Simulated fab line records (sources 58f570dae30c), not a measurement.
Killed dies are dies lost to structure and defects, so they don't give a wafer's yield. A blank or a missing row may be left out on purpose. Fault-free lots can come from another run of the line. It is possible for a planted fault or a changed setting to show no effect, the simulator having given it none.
Which of the tools did it? || flow berkeleyCmos170 || 14 lots with 42 wafers sampled at 2 steps, on a route of 331 steps

## WHAT THE GAUGES SHOWED, per wafer
UCB170_SPACER_THK_MEAS_01.
{"lot": "L714", "measured": "day 7 08:51", "on": "filmMetro-04", "SPACER_TEOS_THK (nm)": "373 369 386"}
{"lot": "L717", "measured": "day 7 14:10", "on": "filmMetro-04", "SPACER_TEOS_THK (nm)": "369 380 371"}
{"lot": "L718", "measured": "day 8 12:26", "on": "filmMetro-04", "SPACER_TEOS_THK (nm)": "373 375 377"}
{"lot": "L720", "measured": "day 8 12:28", "on": "filmMetro-01", "SPACER_TEOS_THK (nm)": "366 376 374"}
{"lot": "L721", "measured": "day 8 20:37", "on": "filmMetro-04", "SPACER_TEOS_THK (nm)": "379 371 383"}
{"lot": "L725", "measured": "day 8 23:15", "on": "filmMetro-01", "SPACER_TEOS_THK (nm)": "373 374 380"}
{"lot": "L726", "measured": "day 9 00:17", "on": "filmMetro-01", "SPACER_TEOS_THK (nm)": "350 355 366"}
{"lot": "L722", "measured": "day 9 00:32", "on": "filmMetro-04", "SPACER_TEOS_THK (nm)": "377 374 377"}
{"lot": "L727", "measured": "day 10 05:44", "on": "filmMetro-01", "SPACER_TEOS_THK (nm)": "356 353 353"}
{"lot": "L728", "measured": "day 10 05:57", "on": "filmMetro-04", "SPACER_TEOS_THK (nm)": "368 367 373"}
{"lot": "L730", "measured": "day 10 19:23", "on": "filmMetro-01", "SPACER_TEOS_THK (nm)": "372 372 375"}
{"lot": "L731", "measured": "day 10 20:11", "on": "filmMetro-02", "SPACER_TEOS_THK (nm)": "365 366 371"}
{"lot": "L734", "measured": "day 11 10:35", "on": "filmMetro-01", "SPACER_TEOS_THK (nm)": "369 378 373"}
{"lot": "L736", "measured": "day 11 14:27", "on": "filmMetro-04", "SPACER_TEOS_THK (nm)": "373 379 381"}

## WHAT TOOL EACH LOT RAN ON (gives the tool, then ch and the chambers of the sampled wafers, and finally the start)
{"lot": "L714", "UCB170_SPACER_CVD_00": "pecvd-04 ch 1,2, day 7 08:47"}
{"lot": "L717", "UCB170_SPACER_CVD_00": "pecvd-01 ch 1,2, day 7 14:06"}
{"lot": "L718", "UCB170_SPACER_CVD_00": "pecvd-04 ch 0,2, day 8 12:22"}
{"lot": "L720", "UCB170_SPACER_CVD_00": "pecvd-02 ch 0,1, day 8 12:23"}
{"lot": "L721", "UCB170_SPACER_CVD_00": "pecvd-01 ch 0,1, day 8 20:33"}
{"lot": "L725", "UCB170_SPACER_CVD_00": "pecvd-04 ch 0,2, day 8 23:12"}
{"lot": "L726", "UCB170_SPACER_CVD_00": "pecvd-01 ch 0,1,2, day 9 00:11"}
{"lot": "L722", "UCB170_SPACER_CVD_00": "pecvd-04 ch 0,1, day 9 00:29"}
{"lot": "L727", "UCB170_SPACER_CVD_00": "pecvd-01 ch 0,2, day 10 05:40"}
{"lot": "L728", "UCB170_SPACER_CVD_00": "pecvd-04 ch 0,2, day 10 05:55"}
{"lot": "L730", "UCB170_SPACER_CVD_00": "pecvd-02 ch 0,1,2, day 10 19:21"}
{"lot": "L731", "UCB170_SPACER_CVD_00": "pecvd-04 ch 1,2, day 10 20:09"}
{"lot": "L734", "UCB170_SPACER_CVD_00": "pecvd-04 ch 0,1,2, day 11 10:32"}
{"lot": "L736", "UCB170_SPACER_CVD_00": "pecvd-04 ch 0,2, day 11 14:25"}
- UCB170_SPACER_CVD_00: deposits SiO2 from TEOS/O2, target thk 376 nm, time 47 s.

## AS READ BY THE TOOLS THEMSELVES (means over the sampled wafers that have a number; for cases with no such wafer, the mark the record gives instead)
UCB170_SPACER_CVD_00.
{"lot": "L714", "tool": "pecvd-04", "heaterPowerW (W)": 291, "pressureMtorr (mTorr)": 9016, "susceptorTempC (C)": 389.90}
{"lot": "L717", "tool": "pecvd-01", "heaterPowerW (W)": 254, "pressureMtorr (mTorr)": 9008, "susceptorTempC (C)": 390.05}
{"lot": "L718", "tool": "pecvd-04", "heaterPowerW (W)": 305, "pressureMtorr (mTorr)": 9004, "susceptorTempC (C)": 390.07}
{"lot": "L720", "tool": "pecvd-02", "heaterPowerW (W)": 259, "pressureMtorr (mTorr)": 9003, "susceptorTempC (C)": 389.98}
{"lot": "L721", "tool": "pecvd-01", "heaterPowerW (W)": 225, "pressureMtorr (mTorr)": 9006, "susceptorTempC (C)": 390.18}
{"lot": "L725", "tool": "pecvd-04", "heaterPowerW (W)": 323, "pressureMtorr (mTorr)": 8999, "susceptorTempC (C)": 389.79}
{"lot": "L726", "tool": "pecvd-01", "heaterPowerW (W)": 281, "pressureMtorr (mTorr)": 8985, "susceptorTempC (C)": 389.78}
{"lot": "L722", "tool": "pecvd-04", "heaterPowerW (W)": 284, "pressureMtorr (mTorr)": 8990, "susceptorTempC (C)": 390.24}
{"lot": "L727", "tool": "pecvd-01", "heaterPowerW (W)": 260, "pressureMtorr (mTorr)": 8996, "susceptorTempC (C)": 389.88}
{"lot": "L728", "tool": "pecvd-04", "heaterPowerW (W)": 336, "pressureMtorr (mTorr)": 8997, "susceptorTempC (C)": 390.00}
{"lot": "L730", "tool": "pecvd-02", "heaterPowerW (W)": 291, "pressureMtorr (mTorr)": 9009, "susceptorTempC (C)": 389.78}
{"lot": "L731", "tool": "pecvd-04", "heaterPowerW (W)": 318, "pressureMtorr (mTorr)": 9003, "susceptorTempC (C)": 390.19}
{"lot": "L734", "tool": "pecvd-04", "heaterPowerW (W)": 281, "pressureMtorr (mTorr)": 9005, "susceptorTempC (C)": 389.98}
{"lot": "L736", "tool": "pecvd-04", "heaterPowerW (W)": 283, "pressureMtorr (mTorr)": 9012, "susceptorTempC (C)": 389.92}

## THE ANSWER, worked out from the rows above alone
Rule: what is usual is taken from the lots themselves. Put in order of their means at a reading, lots are off if they are a third of the lots or fewer, leave a main group of 4 or more, and stand apart from it by a gap of 3 or more times the standard deviation of the main group's means; of several such gaps the widest counts. A main group whose means are all the same, to the digits that the tables above print for the reading, isn't used. A lot without any number at a reading at which 4 lots or more have one is off too. Any other lot the step has rows for is counted as sound. First the gauges in route order, then the tools' own readings, where a lot's mean is used as printed above. At the first step where some lot is off, the reading lying furthest off is the one used; lots without a number count as furthest.
Off: at UCB170_SPACER_THK_MEAS_01 (SPACER_TEOS_THK), L726, L727. Main group: mean 374 nm, sd 3.
If a tool, at a process step before that reading, ran all the lots that are off and no sound lot after the first of them, it fits. The gauges at UCB170_SPACER_THK_MEAS_01 are tried like those tools. One fits: pecvd-01 at UCB170_SPACER_CVD_00. A fault onset in the window from L721 (day 8 20:33, its last sound lot) to L726 (day 9 00:11, its first lot off) fits.

## WHAT WAS PUT IN BY THE SIMULATOR
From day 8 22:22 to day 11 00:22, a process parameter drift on pecvd-01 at UCB170_SPACER_CVD_00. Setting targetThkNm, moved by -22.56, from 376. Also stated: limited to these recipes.
Lots struck among those shown: L726, L727. Same finding as the rule above.
